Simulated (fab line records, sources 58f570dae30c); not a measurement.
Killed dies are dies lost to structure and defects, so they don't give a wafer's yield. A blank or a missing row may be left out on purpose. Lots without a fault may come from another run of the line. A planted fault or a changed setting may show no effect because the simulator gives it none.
fab line records | flow berkeley_cmos170
record lots=14 wafers=42 last_day=13
route steps=331 shown START@4 NWELL@16 PWELL@45 ACTIVE@63
lots that met no fault: from a run of the same line without faults
start_h: hours from the record's first day to the start of the lot's first wafer shown | wait_h: hours since the lot's step before | " the same as in the row above | L1.1+2: a row that stands for several wafers | - no value, or no start given | * or withheld: withheld | < > ~ a bound
route shown NAME@n: a module of which the file shows steps, and the number in the route of the first | usual: mean/standard deviation of fault-free wafers | same: alike in all rows | chamber/n: place in a boat | sites: the reading at each site | _std_site: their standard deviation | _edge_site: outer sites' mean less inner sites' | radius_mm: how far each site lies from the wafer's centre | mask NAME#n: copy n | behind: the tool/chamber that last shaped the wafer | hold: why the lot was held/for how many hours/how that ended | device: the transistor (n, p or np) that didn't switch | end of line: the same wafers' tests at the end of the route | a step without rows: its recipe alone | killed: dies lost to structure and defects at the first sort, not the wafer's yield | map: a wafer's dies, x killed, . not, _ none there
set.NAME: the setting as run; set.NAME@STEP: as run at that earlier step | model.NAME: the simulator's own value behind a step, which no gauge read
steps of the route over a sample of lots; a table a step, a row a wafer
## steps
# step UCB170_START_THK_MEAS_03
# recipe reads=SiO2_of_START_OXIDATION_02
# usual START_OXIDE_THK=20.1/0.35
# columns lot.wafer tool chamber start_h wait_h START_OXIDE_THK[nm]
L363.3 film_metro-02 - 17.06 0.0 19.6
L363.4 " - " " 19.6
L363.5 " - " " 19.5
L368.1 film_metro-02 - 36.83 0.0 19.3
L368.4 " - " " 19.4
L368.6 " - " " 19.6
L369.1 film_metro-01 - 47.90 0.0 20.3
L369.3 " - " " 20.0
L369.4 " - " " 20.0
L370.2 film_metro-02 - 47.91 0.0 20.1
L370.4 " - " " 20.0
L370.5 " - " " 20.1
L372.1 film_metro-01 - 59.37 0.0 20.2
L372.2 " - " " 20.0
L372.4 " - " " 20.0
L373.2 film_metro-01 - 65.23 0.0 20.2
L373.4 " - " " 19.9
L373.6 " - " " 20.2
L374.1 film_metro-01 - 71.07 0.0 20.0
L374.5 " - " " 19.7
L374.6 " - " " 20.0
L376.1 film_metro-01 - 80.42 0.0 20.9
L376.3 " - " " 21.0
L376.4 " - " " 20.8
L380.4 film_metro-02 - 100.87 0.0 20.0
L380.5 " - " " 19.9
L380.6 " - " " 20.2
L382.1 film_metro-02 - 112.46 0.0 20.0
L382.3 " - " " 20.0
L382.5 " - " " 19.9
L383.1 film_metro-01 - 112.46 0.0 19.8
L383.2 " - " " 19.6
L383.5 " - " " 19.7
L384.1 film_metro-01 - 121.55 0.0 20.1
L384.4 " - " " 20.5
L384.6 " - " " 20.3
L385.1 film_metro-01 - 127.49 0.0 20.6
L385.3 " - " " 20.6
L385.5 " - " " 20.7
L386.3 film_metro-02 - 127.54 0.1 20.0
L386.5 " - " " 20.2
L386.6 " - " " 20.1
# step UCB170_NWELL_THK_MEAS_02
# recipe reads=SiO2_of_NWELL_OXIDATION_01
# usual NWELL_OXIDE_THK=24.3/0.5
# columns lot.wafer tool chamber start_h wait_h NWELL_OXIDE_THK[nm]
L363.3 film_metro-01 - 33.87 0.1 23.9
L363.4 " - " " 23.3
L363.5 " - " " 23.4
L368.1 film_metro-03 - 46.50 0.1 25.3
L368.4 " - " " 25.2
L368.6 " - " " 25.5
L369.1 film_metro-01 - 57.87 0.0 23.7
L369.3 " - " " 24.0
L369.4 " - " " 23.4
L370.2 film_metro-02 - 57.88 0.0 24.8
L370.4 " - " " 24.3
L370.5 " - " " 24.8
L372.1 film_metro-03 - 72.45 0.0 24.1
L372.2 " - " " 23.4
L372.4 " - " " 24.4
L373.2 film_metro-03 - 80.02 0.0 23.5
L373.4 " - " " 23.7
L373.6 " - " " 23.6
L374.1 film_metro-02 - 89.10 0.0 24.3
L374.5 " - " " 24.6
L374.6 " - " " 24.4
L376.1 film_metro-01 - 98.09 0.0 24.4
L376.3 " - " " 23.8
L376.4 " - " " 23.9
L380.4 film_metro-01 - 115.57 0.0 24.7
L380.5 " - " " 25.1
L380.6 " - " " 25.1
L382.1 film_metro-03 - 123.67 0.0 24.4
L382.3 " - " " 24.4
L382.5 " - " " 24.2
L383.1 film_metro-02 - 123.67 0.0 24.8
L383.2 " - " " 24.7
L383.5 " - " " 24.7
L384.1 film_metro-03 - 133.28 0.0 25.1
L384.4 " - " " 24.8
L384.6 " - " " 25.4
L385.1 film_metro-02 - 141.97 0.0 24.3
L385.3 " - " " 24.3
L385.5 " - " " 23.8
L386.3 film_metro-01 - 141.99 0.0 24.3
L386.5 " - " " 24.5
L386.6 " - " " 24.2
# step UCB170_PWELL_PEB_11
# recipe peb_temp_c=130 peb_time_s=withheld resist=KrF
# usual chill_plate_temp_C=23.01/0.11 exhaust_pa=44.8/0.95 heater_power_total_W=56.80/0.044 plate_temp_C=129.97/0.13
# columns lot.wafer tool chamber start_h wait_h chill_plate_temp_C exhaust_pa heater_power_total_W plate_temp_C
L363.3 litho_track-04 0 65 - 23.05 44.0 56.79 129.71
L363.4 " 0 " " 22.91 45.1 56.79 129.83
L363.5 " 0 " " 23.15 43.9 56.75 129.73
L368.1 litho_track-01 0 76.39 0.1 22.85 44.7 56.81 130.01
L368.4 " 0 " " 22.97 44.2 56.84 130.15
L368.6 " 0 " " 23.08 44.4 56.85 129.93
L369.1 litho_track-01 0 94.23 0.1 23.13 44.7 56.78 130.09
L369.3 " 0 " " 23.11 44.6 56.86 129.79
L369.4 " 0 " " 22.88 43.9 56.79 130.11
L370.2 litho_track-03 0 94.49 0.1 23.04 44.9 56.83 129.73
L370.4 " 0 " " 23.07 44.3 56.74 130.07
L370.5 " 0 " " 23.22 44.2 56.79 130.05
L372.1 litho_track-04 0 106.72 0.4 23.03 44.9 56.89 130.12
L372.2 " 0 " " 22.92 45.2 56.89 130.24
L372.4 " 0 " " 22.86 45.2 56.77 130.04
L373.2 litho_track-03 0 113.10 0.5 23.08 45.6 56.80 129.81
L373.4 " 0 " " 22.95 44.3 56.79 129.77
L373.6 " 0 " " 23.08 45.7 56.76 129.85
L374.1 litho_track-01 - 123.73 0.1 - - - -
L374.5 " - " " - - - -
L374.6 " - " " - - - -
L376.1 litho_track-03 - 123.96 0.1 - - - -
L376.3 " - " " - - - -
L376.4 " - " " - - - -
L380.4 litho_track-01 0 147.33 0.1 22.77 43.8 56.80 130.13
L380.5 " 0 " " 22.90 44.8 56.80 130.00
L380.6 " 0 " " 22.88 45.2 56.80 129.86
L383.1 litho_track-04 0 155.27 0.4 23.08 44.3 56.71 130.00
L383.2 " 0 " " 23.09 43.4 56.83 130.11
L383.5 " 0 " " 22.79 46.0 56.72 129.99
L382.1 litho_track-03 0 155.32 0.2 22.92 45.7 56.82 129.88
L382.3 " 0 " " 22.97 46.9 56.78 129.80
L382.5 " 0 " " 22.95 45.4 56.88 129.71
L384.1 litho_track-01 0 166.07 0.3 23.17 43.2 56.80 130.15
L384.4 " 0 " " 22.98 45.2 56.85 130.05
L384.6 " 0 " " 23.18 44.3 56.81 130.04
L386.3 litho_track-03 0 176.07 0.1 22.81 43.7 56.72 129.94
L386.5 " 0 " " 22.96 44.5 56.87 129.86
L386.6 " 0 " " 22.97 46.1 56.68 129.94
L385.1 litho_track-01 0 176.65 0.4 23.02 43.4 56.78 129.88
L385.3 " 0 " " 22.98 44.5 56.87 129.71
L385.5 " 0 " " 23.01 43.2 56.74 130.06
# step UCB170_ACTIVE_THK_MEAS_03
# recipe reads=SiO2_of_ACTIVE_OXIDATION_02
# usual ACTIVE_OXIDE_THK=26.4/0.41
# columns lot.wafer tool chamber start_h wait_h ACTIVE_OXIDE_THK[nm]
L363.3 film_metro-02 - 95.22 0.0 26.9
L363.4 " - " " 26.6
L363.5 " - " " 27.0
L368.1 film_metro-02 - 108.21 0.1 27.1
L368.4 " - " " 26.9
L368.6 " - " " 26.8
L369.1 film_metro-02 - 116.89 0.0 26.8
L369.3 " - " " 26.9
L369.4 " - " " 26.8
L370.2 film_metro-01 - 116.90 0.0 26.2
L370.4 " - " " 26.0
L370.5 " - " " 26.0
L372.1 film_metro-01 - 130.60 0.0 25.6
L372.2 " - " " 25.7
L372.4 " - " " 25.8
L373.2 film_metro-01 - 136.85 0.0 26.9
L373.4 " - " " 26.6
L373.6 " - " " 26.7
L380.4 film_metro-02 - 172.98 0.0 26.2
L380.5 " - " " 26.2
L380.6 " - " " 26.1
L382.1 film_metro-02 - 187.88 0.0 26.0
L382.3 " - " " 26.4
L382.5 " - " " 25.7
L383.1 film_metro-01 - 187.88 0.0 25.9
L383.2 " - " " 26.2
L383.5 " - " " 26.3
L384.1 film_metro-04 - 187.88 0.0 26.5
L384.4 " - " " 26.8
L384.6 " - " " 26.4
L385.1 film_metro-01 - 198.03 0.0 26.5
L385.3 " - " " 26.4
L385.5 " - " " 26.5
L386.3 film_metro-04 - 198.05 0.0 26.5
L386.5 " - " " 26.4
L386.6 " - " " 26.2
## key
first_sign step=UCB170_PWELL_PEB_11 reading=tool_record direction=missing
effect none on later readings
met_at UCB170_PWELL_PEB_11
struck_lots L374,L376
later_rows_left_out L374.1,L374.5,L374.6,L376.1,L376.3,L376.4
sort_left_out L374.1,L374.5,L374.6,L376.1,L376.3,L376.4
tester_left_out L374,L376
not_acting_at UCB170_START_THK_MEAS_03,UCB170_NWELL_THK_MEAS_02,UCB170_ACTIVE_THK_MEAS_03
onset_between 113.10 123.73
fault kind=skipped_step_whole tool=litho_track-01,litho_track-03 chamber=- onset_h=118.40 steps=UCB170_PWELL_PEB_11 scope=struck_lots_only
# tester_left_out: of these lots the tester's yield and bins aren't shown, on N5 and GAA mostly nor the transistor test; their killed dies are dies lost to structure and defects alone, not to doping, threshold or leakage, so they don't give the yield
# sort_left_out: the simulated sort isn't trusted on such a fault, so these wafers' sort isn't shown, and their yield isn't known
# later_rows_left_out: the simulator's readings of these wafers behind a module that went badly wrong aren't trusted and aren't shown, but for the sort
